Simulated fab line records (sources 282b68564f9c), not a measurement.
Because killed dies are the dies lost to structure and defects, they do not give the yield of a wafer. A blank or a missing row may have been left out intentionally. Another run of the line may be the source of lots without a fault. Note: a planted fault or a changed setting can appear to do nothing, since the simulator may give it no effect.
One fault through the eyes of 2 desks -- flow ritCmos -- numbers are kept per desk, each desk with only its own; the story behind them comes last

== FOR THE TOOL OWNER'S DESK: ilineStepper-02 ==
The tool's own readings at RIT_PRETRO_EXPOSE_03 (exposes mask M5, target cd 43700 nm): means of the sampled wafers that have a number, for each lot that ran on this tool. Marked OUT: a lot whose mean sits more than 4 standard deviations from the usual mean, which makes it out of limits; the brackets give that distance.
Columns: A = exposureDoseMJCm2 at RIT_PRETRO_EXPOSE_03, usual 249.99; B = focusOffsetNm at RIT_PRETRO_EXPOSE_03, usual 0.0 nm
lot,first seen here,A,B
L320,day 2 19:53,250.11,0.3
L325,day 3 23:23,249.88,0.2
L328,day 4 10:51,250.01,0.1
L334,day 5 16:32,250.08,-0.6
L340,day 6 21:17,250.01,-0.1
L341,day 7 05:22,250.05,0.0
This desk's finding: nothing out of limits on any of the 6 lots.

== FROM THE METROLOGY DESK ==
Lot by lot, what the gauges showed, no matter which tool ran the lot: averages of those sampled wafers that carry a number. Marked OUT: a lot whose mean sits more than 4 standard deviations from the usual mean, which makes it out of limits; the brackets give that distance.
Columns: A = NWELL_OVL at RIT_NWELL_OVL_MEAS_06, usual 0.5 nm; B = PWELL_TW at RIT_PWELL_TW_MEAS_10, usual 950; C = PRETRO_OVL at RIT_PRETRO_OVL_MEAS_06, usual -0.1 nm
lot,first seen here,A,B,C
L320,day 2 08:34,2.3,947,0.5
L321,day 2 14:02,-0.2,953,-0.7
L323,day 2 23:16,0.0,942,-0.1
L324,day 3 03:23,2.3,947,0.3
L325,day 3 12:30,-2.0,958,-0.5
L326,day 3 15:31,-0.3,957,-0.3
L328,day 4 00:43,2.2,957,-0.8
L330,day 4 09:04,2.4,948,1.2
L332,day 4 19:53,0.1,953,0.4
L334,day 5 06:27,1.1,952,-1.3
L335,day 5 12:13,-0.4,951,-
L336,day 5 16:55,0.9,946,-
L337,day 5 23:49,-1.1,944,-
L340,day 6 11:37,-0.3,949,-2.1
L341,day 6 18:46,1.0,945,0.5
This desk's finding: nothing out of limits on any of the 15 lots.

== PUT TOGETHER ==
The tool owner's desk saw nothing out of limits.
At the metrology desk, nothing out of limits was observed.

== WHAT THE SIMULATOR HAD PUT IN ==
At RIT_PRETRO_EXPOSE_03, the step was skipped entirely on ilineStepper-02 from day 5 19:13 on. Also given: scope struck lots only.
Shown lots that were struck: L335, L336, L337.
